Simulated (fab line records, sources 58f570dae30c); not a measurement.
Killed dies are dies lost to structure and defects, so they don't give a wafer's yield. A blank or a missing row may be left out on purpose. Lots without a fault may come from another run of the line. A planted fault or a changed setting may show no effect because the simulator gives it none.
Which tool did it? | flow berkeley_cmos170 | 6 lots, 18 wafers sampled, at 1 step of a route of 331

WHAT THE GAUGES READ, wafer by wafer
UCB170_NWELL_THK_MEAS_02.
lot  | measured    | on            | NWELL_OXIDE_THK (nm)
L944 | day 2 11:20 | film_metro-02 | 26.9 26.7 27.1
L946 | day 3 05:19 | film_metro-01 | 26.8 26.9 26.8
L948 | day 3 15:06 | film_metro-03 | 26.8 26.6 26.8
L950 | day 3 23:22 | film_metro-02 | 27.0 27.4 27.1
L953 | day 4 08:58 | film_metro-03 | 27.3 27.2 26.8
L956 | day 4 23:22 | film_metro-02 | 26.8 26.2 26.3

WHICH TOOL RAN EACH LOT (tool, then ch and the chambers of the sampled wafers, then the start)
The record holds no process step before these readings.

THE ANSWER, worked out from the rows above alone
Rule: what is usual is taken from the lots themselves. Put in order of their means at a reading, lots are off if they are a third of the lots or fewer, leave a main group of 4 or more, and stand apart from it by a gap of 3 or more times the standard deviation of the main group's means; of several such gaps the widest counts. A main group whose means are all the same, to the digits that the tables above print for the reading, isn't used. A lot without any number at a reading at which 4 lots or more have one is off too. The other lots that the step has rows for count as sound.
No lot is off at any reading shown: from this, nothing can be told.

WHAT THE SIMULATOR HAD PUT IN
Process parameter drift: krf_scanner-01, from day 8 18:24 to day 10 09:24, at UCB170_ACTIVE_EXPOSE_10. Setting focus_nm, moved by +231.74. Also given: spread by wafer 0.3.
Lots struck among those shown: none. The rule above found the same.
